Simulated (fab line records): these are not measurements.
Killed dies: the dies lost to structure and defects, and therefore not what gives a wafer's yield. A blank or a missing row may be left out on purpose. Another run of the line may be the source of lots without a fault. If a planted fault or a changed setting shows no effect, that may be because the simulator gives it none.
Code-filled problem report in 8D (eight disciplines) form || flow berkeley cmos170 || the parts of the form that need people (team, actions taken, sign-off) are left out

== 1. PROBLEM STATEMENT ==
At UCB170_PFIELD_IMPLANT_07, dose ions cm2 averages 2e+13 over 6 wafers from 2 lots, while fault-free wafers read 2e+13, standard deviation 2e+10. That puts it -52 standard deviations away from the usual mean.
First seen on wafer L521.1, day 8 08:59, on implanter-01. The record holds 42 wafers of 14 lots with a number at this step. Rule for "out", or "out of limits": more than 4 standard deviations from the usual mean. The other wafers with a number count as sound.

== 2. WHAT IT IS AND WHAT IT IS NOT ==
{"question": "which readings at this step", "is": "dose ions cm2", "is not": "-"}
{"question": "which lots", "is": "L520, L521", "is not": "L503, L504, L506, L507, L508, L509, L510, L511, L512, L516, L518, L526"}
{"question": "which wafers of those lots", "is": "all that have a number", "is not": "-"}
{"question": "read on which tools", "is": "implanter-01", "is not": "implanter-03, implanter-04"}
{"question": "when", "is": "from day 8 08:59", "is not": "up to then (33 sound wafers); but 3 sound wafers of L526 came after"}

== 3. SUSPECTS, AND WHAT RULES EACH OUT ==
Counting: a tool at any process step up to the reading remains a suspect when it ran all the lots that are out and ran no sound lot after the first of those.
- implanter-01 at UCB170_PFIELD_IMPLANT_07: kept. All lots that are out passed through it, beginning with L521 at day 8 08:59, and no sound lot followed; its final sound lot before that point was L518 at day 7 18:43. Its own dose ions cm2 readings are out on those wafers.
The count leaves implanter-01 at UCB170_PFIELD_IMPLANT_07.

== 4. THE CAUSE (what the simulator had put in) ==
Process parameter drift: implanter-01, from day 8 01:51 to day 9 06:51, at UCB170_PFIELD_IMPLANT_07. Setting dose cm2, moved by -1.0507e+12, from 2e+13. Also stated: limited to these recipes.
Counting left only this tool.

== 5. THE CHAIN OF EFFECTS, in route order ==
Each row: a reading where the mean over the struck wafers with a number is more than 3 standard deviations away from the usual. Only readings whose record carries a usual standard deviation are examined. hours: median over the lots of the time between each lot's start at the first step of this table that gives one and its start at this step. sigmas: the change, counted in usual standard deviations.
{"hours": 0, "step": "UCB170_PFIELD_IMPLANT_07", "reading": "dose ions cm2", "usual": 2e+13, "on struck wafers": 2e+13, "change": -1e+12, "sigmas": -52}
Here are the process steps it includes:
- UCB170_PFIELD_IMPLANT_07

== 6. WHAT WOULD HAVE CAUGHT IT SOONER ==
First out-of-limits reading in this record: day 8 08:59, which is 7 hours after fault onset at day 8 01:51.
